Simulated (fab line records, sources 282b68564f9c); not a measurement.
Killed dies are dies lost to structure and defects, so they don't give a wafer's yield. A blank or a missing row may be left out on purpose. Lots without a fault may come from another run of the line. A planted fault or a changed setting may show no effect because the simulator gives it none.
Which tool did it? | flow rit_cmos | 7 lots, 21 wafers sampled, at 2 steps of a route of 202

WHAT THE GAUGES READ, wafer by wafer
RIT_WELLDRIVE_RS_MEAS_02: measures by four-point-probe.
lot  | measured    | on            | PWELL_RS (ohm/sq)
L400 | day 2 18:58 | film_metro-04 | 430.1 428.7 430.0
L402 | day 3 02:48 | film_metro-03 | 429.8 428.7 429.0
L405 | day 3 21:03 | film_metro-01 | 429.7 429.7 431.5
L409 | day 4 14:34 | film_metro-03 | 428.9 428.8 429.9
L411 | day 5 02:43 | film_metro-01 | 430.1 431.1 432.0
L417 | day 6 05:38 | film_metro-03 | 429.5 430.5 430.2
L421 | day 7 03:42 | film_metro-03 | 431.2 431.4 430.9

WHICH TOOL RAN EACH LOT (tool, then ch and the chambers of the sampled wafers, then the start)
lot  | RIT_PWELL_IMPLANT_08
L400 | implanter-01 ch 0, day 2 13:23
L402 | implanter-02 ch 0, day 2 20:19
L405 | implanter-02 ch 0, day 3 13:44
L409 | implanter-02 ch 0, day 4 07:34
L411 | implanter-02 ch 0, day 4 20:28
L417 | implanter-02 ch 0, day 6 00:03
L421 | implanter-04 ch 0, day 6 19:12
- RIT_PWELL_IMPLANT_08

THE ANSWER, worked out from the rows above alone
Rule: what is usual is taken from the lots themselves. Put in order of their means at a reading, lots are off if they are a third of the lots or fewer, leave a main group of 4 or more, and stand apart from it by a gap of 3 or more times the standard deviation of the main group's means; of several such gaps the widest counts. A main group whose means are all the same, to the digits that the tables above print for the reading, isn't used. A lot without any number at a reading at which 4 lots or more have one is off too. The other lots that the step has rows for count as sound.
No lot is off at any reading shown: from this, nothing can be told.

WHAT THE SIMULATOR HAD PUT IN
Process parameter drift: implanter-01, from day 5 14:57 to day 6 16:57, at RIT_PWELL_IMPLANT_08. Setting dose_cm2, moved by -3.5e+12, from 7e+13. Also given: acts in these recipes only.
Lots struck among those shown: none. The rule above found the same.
